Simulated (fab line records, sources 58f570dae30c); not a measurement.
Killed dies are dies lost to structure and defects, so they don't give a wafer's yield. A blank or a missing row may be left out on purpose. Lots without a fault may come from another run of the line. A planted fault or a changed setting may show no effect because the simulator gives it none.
A struck lot beside a sound one | flow berkeley_cmos170 | 14 steps out of a route of 331
Sound: wafers L816.1, L816.3, L816.6. Struck: wafers L828.1, L828.3, L828.6. The cause comes at the end.
At each step with rows: each side's tool, then ch and its chambers, then its first start. Under that, the readings that differ: sound wafers | struck wafers | difference of the means | sigmas: that difference in standard deviations of wafers without a fault.
alike: readings whose means differ by less than 2 such deviations, and words and numbers that are the same on both sides. not compared: withheld readings, readings that some wafer has no value for, bounds like >300 that may hide the same value, and numbers for which the record gives no deviation and whose values overlap.
The two part at a step that has a row with sigmas, a row that says differs or no value, or rows on one side only. Numbers that don't overlap but have no deviation are shown without sigmas and don't part them. A reading that every wafer of one side lacks parts them only if that side has two wafers or more.

first, 1 step without rows for these wafers: UCB170_M3_PRE_CLEAN_00 (preclean etch time 60 s).
UCB170_M3_SPUTTER_01: material Al, target thk 900 nm, time 120 s.
  sound on pvd_sputter-03, day 10 19:08; struck on pvd_sputter-03, day 12 02:13
  alike: throttle_valve_pct
UCB170_M3_RS_MEAS_02: measures by four-point-probe.
  sound on film_metro-03, day 10 19:14; struck on film_metro-01, day 12 02:17
  alike: M3_AL_RS
UCB170_M3_THK_MEAS_03: measures by xrf.
  sound on film_metro-03, day 10 19:22; struck on film_metro-01, day 12 02:25
  alike: M3_AL_THK
then, 3 steps without rows for these wafers: UCB170_M3_HMDS_04 (prime time 60 s); UCB170_M3_COAT_05 (resist thk 900 nm); UCB170_M3_SOFTBAKE_06 (time 60 s).
UCB170_M3_STRIP_07: strips in O2.
  sound on plasma_asher-03 ch 0,1, day 10 20:03; struck on plasma_asher-02 ch 0,1, day 12 03:07
  alike: drypump_motor_current_A, oes_product_au, strip_time_to_endpoint_s
  not compared: rf_hours_counter_h
then, 4 steps without rows for these wafers: UCB170_M3_STRIP_08 (strips KrF in DMSO, time 600 s); UCB170_M3_COAT_09; UCB170_M3_COAT_10 (resist thk 900 nm); UCB170_M3_SOFTBAKE_11 (time 60 s).
UCB170_M3_EXPOSE_12: exposes mask METAL3, target cd 700 nm.
  sound on krf_scanner-02 ch 0, day 10 21:04; struck on krf_scanner-01, day 12 03:50
  no value came back on the struck wafers for exposure_dose_mJ_cm2, focus_offset_nm (nm); on the sound wafers exposure_dose_mJ_cm2 reads 26.000 25.984 26.006
  alike: mask
then, 1 step without rows for these wafers: UCB170_M3_PEB_13.

WHERE THEY PART
Only at UCB170_M3_EXPOSE_12, within this record.

WHY: what the simulator had put in
Skipped step whole: krf_scanner-01, from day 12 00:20 on, at UCB170_M3_EXPOSE_12. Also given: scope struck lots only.
